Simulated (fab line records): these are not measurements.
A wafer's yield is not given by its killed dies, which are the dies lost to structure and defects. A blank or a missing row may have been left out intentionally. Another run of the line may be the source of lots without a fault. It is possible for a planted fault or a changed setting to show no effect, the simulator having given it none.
Matching of chambers    flow berkeleyCmos170    UCB170_V1_CMP_02 on cmp-01 has 4 sister chambers
The step polishes SiO2. 4 wafers are shown with their chamber, then 8 later ones without.

## WAFERS WITH THEIR CHAMBER
wafer   chamber  platenRpm (rpm)
L336.3  3        60.12
L337.1  0        59.96
L337.2  2        60.09
L338.1  1        59.99

## WAFERS WHOSE CHAMBER IS MISSING
wafer   platenRpm (rpm)
L338.4  60.08
L338.5  59.97
L340.1  60.03
L340.2  59.97
L340.6  60.01
L343.2  59.97
L343.3  60.02
L343.4  60.06

## CHAMBER TAKEN BY EACH
wafer   from the rows above           in truth
L338.4  can't be placed: 2 or 3       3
L338.5  can't be placed: 0 or 1       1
L340.1  can't be placed: 1 or 2 or 0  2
L340.2  can't be placed: 0 or 1       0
L340.6  can't be placed: 1 or 0       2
L343.2  can't be placed: 0 or 1       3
L343.3  can't be placed: 1 or 0 or 2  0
L343.4  can't be placed: 2 or 3 or 1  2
Placed correctly: 0 of 8. From these rows, 8 cannot be placed; in 6 the true chamber is one of the candidates. Wrongly placed: 0.
How it was worked out, from the rows above alone: a wafer's distance from a chamber is the root of the sum, over the readings, of the square of ((its reading less the chamber's mean) divided by the reading's scatter). If the next closest chamber is less than 2 further off than the closest, the wafer can't be placed; otherwise it belongs to the closest. For every chamber, the mean is computed from those of its wafers that are shown. The scatter (one wafer shown for each chamber): square how far every hidden wafer sits from the nearest shown wafer, average those squares and take the square root.
